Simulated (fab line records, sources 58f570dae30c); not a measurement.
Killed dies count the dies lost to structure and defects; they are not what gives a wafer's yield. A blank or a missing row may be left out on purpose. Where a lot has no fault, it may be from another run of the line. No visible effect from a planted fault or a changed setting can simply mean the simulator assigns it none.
Check for tools in common	flow berkeley-cmos170	48 wafers sampled across 14 lots

REASON IT WAS OPENED
Flagged at UCB170_PSD_CD_MEAS_06: reading cd-nm, on 2 of 14 lots. Wafers without a fault read 1199.7 nm, standard deviation 1.6.
Rule: flag the lot when none of its wafers has a number, or when each of its wafers that has one lies beyond 4 standard deviations from that mean. The rest of the lots are taken to be sound.

lot	measured	on	cd-nm (nm), wafer by wafer	flag
L356	day 6 14:32	cd-sem-01	1198.7 1200.1 1200.0	
L355	day 6 14:56	cd-sem-01	1197.5 1196.8 1197.2	
L359	day 7 17:31	cd-sem-01	1201.6 1203.7 1203.4	
L360	day 7 17:37	cd-sem-02	1199.3 1200.0 1199.5	
L361	day 7 17:54	cd-sem-01	1200.1 1199.7 1199.0	
L362	day 8 11:43	cd-sem-01	1199.7 1201.4 1200.0	
L364	day 9 05:32	cd-sem-02	1199.5 1201.1 1198.6	
L367	day 9 05:50	cd-sem-02	1202.3 1200.8 1199.6	
L365	day 9 06:05	cd-sem-01	1201.6 1201.7 1201.6	
L369	day 9 10:03	cd-sem-01	1197.6 1200.0 1198.3	
L368	day 9 10:16	cd-sem-02	1201.8 1201.3 1201.9	
L371	day 10 04:48	cd-sem-01	1198.2 1197.9 1198.0	
L377	day 11 00:11	cd-sem-01	1221.3 1223.0 1224.0 1221.6 1223.0 1223.9	FLAGGED
L374	day 11 00:45	cd-sem-02	1222.7 1221.5 1223.4 1222.8 1221.9 1223.2	FLAGGED
On average the flagged lots' numbers are 1222.7 nm, which is +23.0 nm against the usual, or +14 standard deviations.

LOT BY LOT: THE TOOL USED
The record holds 1 process step before the reading, out of a route of 331 steps. Read each cell as the tool, then ch plus the chambers that the sampled wafers visited, then the start.
lot	flag	UCB170_PSD_PEB_04
L356		litho-track-04 ch 0, day 6 14:16
L355		litho-track-03 ch 0, day 6 14:40
L359		litho-track-04 ch 0, day 7 17:16
L360		litho-track-03 ch 0, day 7 17:21
L361		litho-track-03 ch 0, day 7 17:37
L362		litho-track-02 ch 0, day 8 11:28
L364		litho-track-02 ch 0, day 9 05:16
L367		litho-track-02 ch 0, day 9 05:34
L365		litho-track-02 ch 0, day 9 05:49
L369		litho-track-04 ch 0, day 9 09:47
L368		litho-track-02 ch 0, day 9 09:59
L371		litho-track-02 ch 0, day 10 04:32
L377	FLAGGED	litho-track-04 ch 0, day 10 23:54
L374	FLAGGED	litho-track-04 ch 0, day 11 00:29
What these steps do:
- UCB170_PSD_PEB_04
- UCB170_PSD_CD_MEAS_06: target cd 1200 nm.

FLAGGED AGAINST TOTAL, ONE TOOL AT A TIME (gauges that did the reading follow at the end)
step	tool	lots run	flagged	share of the flagged lots	sound lots run after its first flagged lot
UCB170_PSD_PEB_04	litho-track-02	6	0	none	-
UCB170_PSD_PEB_04	litho-track-03	3	0	none	-
UCB170_PSD_PEB_04	litho-track-04	5	2	all	0
UCB170_PSD_CD_MEAS_06	cd-sem-01	9	1	some	0
UCB170_PSD_CD_MEAS_06	cd-sem-02	5	1	some	0

THE TABLE: WHAT IT ALLOWS
Rows of the table that ran each flagged lot: 1, that is litho-track-04 at UCB170_PSD_PEB_04.
- litho-track-04 at UCB170_PSD_PEB_04 ran 5 lots, 2 of them flagged. Last sound lot L369 at day 9 09:47, first flagged lot L377 at day 10 23:54; a fault beginning in between fits.
One tool is left: litho-track-04 at UCB170_PSD_PEB_04.

WHAT HAD BEEN PUT IN BY THE SIMULATOR
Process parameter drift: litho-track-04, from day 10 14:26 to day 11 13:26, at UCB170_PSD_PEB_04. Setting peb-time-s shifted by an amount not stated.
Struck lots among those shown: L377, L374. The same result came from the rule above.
